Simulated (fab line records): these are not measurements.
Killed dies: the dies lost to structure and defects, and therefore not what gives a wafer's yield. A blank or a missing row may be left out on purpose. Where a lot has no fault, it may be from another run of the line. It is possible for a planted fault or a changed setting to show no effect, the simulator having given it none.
A lot that was struck, set against a sound lot | flow rit-cmos | 30 steps out of a route of 202
Sound: these wafers, L402.1, L402.2, L402.5. The struck wafers were L415.2, L415.3, L415.5. At the end, the cause is stated.
Per side, at each step with rows, come the tool, then ch with its chambers, and then its first start. Under that, the readings that differ: sound wafers | struck wafers | difference of the means | sigmas: that difference in standard deviations of wafers without a fault.
alike: same words and numbers on both sides, and readings whose means sit less than 2 such deviations apart. not compared: any withheld reading, any reading some wafer has no value for, any bound like >300 that may hide the same value, and any number with overlapping values for which the record gives no deviation.
A row with sigmas, a row that says differs or no value, or rows on one side alone: a step with any of these is where the two part. Numbers that don't overlap but have no deviation are shown without sigmas and don't part them. A reading missing from all wafers of one side parts the sides only when that side holds two or more wafers.

first, 6 steps without rows for these wafers: RIT_SDANNEAL_RTA_03 (time 5 s); RIT_SILICIDE_WET_ETCH_00 (etches SiO2 in BOE, target depth 14 nm, time 15 s); RIT_SILICIDE_SPUTTER_01 (material Ti, target thk 30 nm, time 240 s); RIT_SILICIDE_RTA_04 (time 10 s, ramp up 5 s, ramp down 5 s); RIT_SILICIDE_WET_ETCH_05 (etches Ti in SPM, time 120 s); RIT_SILICIDE_RTA_06 (time 10 s, ramp up 5 s, ramp down 10 s).
RIT_CONTACT_CVD_00: deposits SiO2 from TEOS, target thk 400 nm, time 61 s.
  sound on pecvd-04 ch 0,2, day 4 22:57; struck on pecvd-04 ch 0,1,2, day 7 13:17
  reading                                  | sound                | struck            | difference                    | sigmas
  run-length-s (s)                         | 89.1 90.0 89.3       | 85.3 84.0 84.4    | -4.9                          | -8
  susceptor-temp-C (C)                     | 390.33 389.72 389.71 | - - -             | no value on the struck wafers |
  model.SiO2_of_CONTACT_CVD_00.thk-nm (nm) | 388.7 397.8 401      | 374.3 369.4 376.1 | -22.6                         |
  alike: heater-power-w
RIT_CONTACT_THK_MEAS_01:
  sound on film-metro-01, day 4 23:00; struck on film-metro-01, day 7 13:20
  reading               | sound       | struck      | difference | sigmas
  CONTACT_TEOS_THK (nm) | 389 398 401 | 374 370 376 | -23        | -4
then, 7 steps without rows for these wafers: RIT_CONTACT_HMDS_02 (prime time 60 s); RIT_CONTACT_COAT_03 (resist thk 1000 nm); RIT_CONTACT_SOFTBAKE_04 (time 60 s); RIT_CONTACT_EXPOSE_05 (exposes mask M11, target cd 1000 nm); RIT_CONTACT_PEB_06; RIT_CONTACT_DEVELOP_07 (develop time 120 s); RIT_CONTACT_HARDBAKE_10 (time 60 s).
RIT_CONTACT_ETCH_11: etches SiO2 in CHF3/CF4/Ar, stops on TiSi2, target depth 480 nm, time 320 s.
  sound on rie-diel-02 ch 0,2, day 5 00:28; struck on rie-diel-01 ch 0,2,3, day 7 14:47
  reading                             | sound           | struck            | difference | sigmas
  model.etch.depth-nm (nm)            | 388.7 397.8 401 | 374.3 369.4 376.1 | -22.6      |
  model.CONTACT.feature-depth-nm (nm) | 388.7 397.8 401 | 374.3 369.4 376.1 | -22.6      |
  alike: CHF3_flow_sccm, drypump-motor-current-A, mfc-ar-sccm, oes-product-au, throttle-valve-pct
  not compared: rf-hours-counter-h
then, 11 steps without rows for these wafers: RIT_CONTACT_STRIP_12 (strips in O2, time 180 s); RIT_CONTACT_CLEAN_13 (cleans in SC1, time 600 s); RIT_CONTACT_CLEAN_14 (cleans in SC2, time 600 s); RIT_M1_SPUTTER_00 (material Al, target thk 400 nm, time 500 s); RIT_M1_HMDS_03 (prime time 60 s); RIT_M1_COAT_04 (resist thk 1300 nm); RIT_M1_SOFTBAKE_05 (time 60 s); RIT_M1_EXPOSE_06 (exposes mask M12, target cd 2600 nm); RIT_M1_PEB_07; RIT_M1_DEVELOP_08 (develop time 68 s); RIT_M1_HARDBAKE_11 (time 120 s).
RIT_M1_METAL_ETCH_12: etches Al in Cl2/BCl3, stops on SiO2, time 165 s, target depth 600 nm.
  sound on rie-metal-02 ch 1, day 5 03:12; struck on rie-metal-04 ch 0,1, day 7 17:33
  reading                                  | sound             | struck            | difference | sigmas
  throttle-valve-pct (%)                   | 8.24 8.25 8.27    | 8.30 8.51 8.50    | +0.18      | +2
  model.SiO2_of_CONTACT_CVD_00.thk-nm (nm) | 353.2 362.1 365.5 | 337.7 333.5 339.8 | -23.3      |
  alike: drypump-motor-current-A, oes-product-au
  not compared: rf-hours-counter-h
then, 1 step without rows for these wafers: RIT_M1_STRIP_13 (strips in nmp, time 600 s).
RIT_M1_PROBE_99:
  sound on prober-01, day 5 05:38; struck on prober-02, day 7 19:55
  reading                            | sound                | struck               | difference | sigmas
  killed_at_M0_to_M3                 | 0 1 1                | 0 0 0                | -1         | -4
  killed-at-contacts                 | 0 0 0                | 0 1 1                | +1         | +2
  model.etest.field-p-metal.vt-v (V) | -29.29 -29.78 -29.97 | -27.54 -27.04 -27.46 | +2.33      |
  alike: killed-at-front-end, killed-dies, killed-open, killed-short

WHERE THEY PART
Last at RIT_M1_PROBE_99 as far as this record goes, first at RIT_CONTACT_CVD_00.

WHY: the cause the simulator had injected
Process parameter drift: pecvd-04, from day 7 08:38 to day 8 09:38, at RIT_CONTACT_CVD_00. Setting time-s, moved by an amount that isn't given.
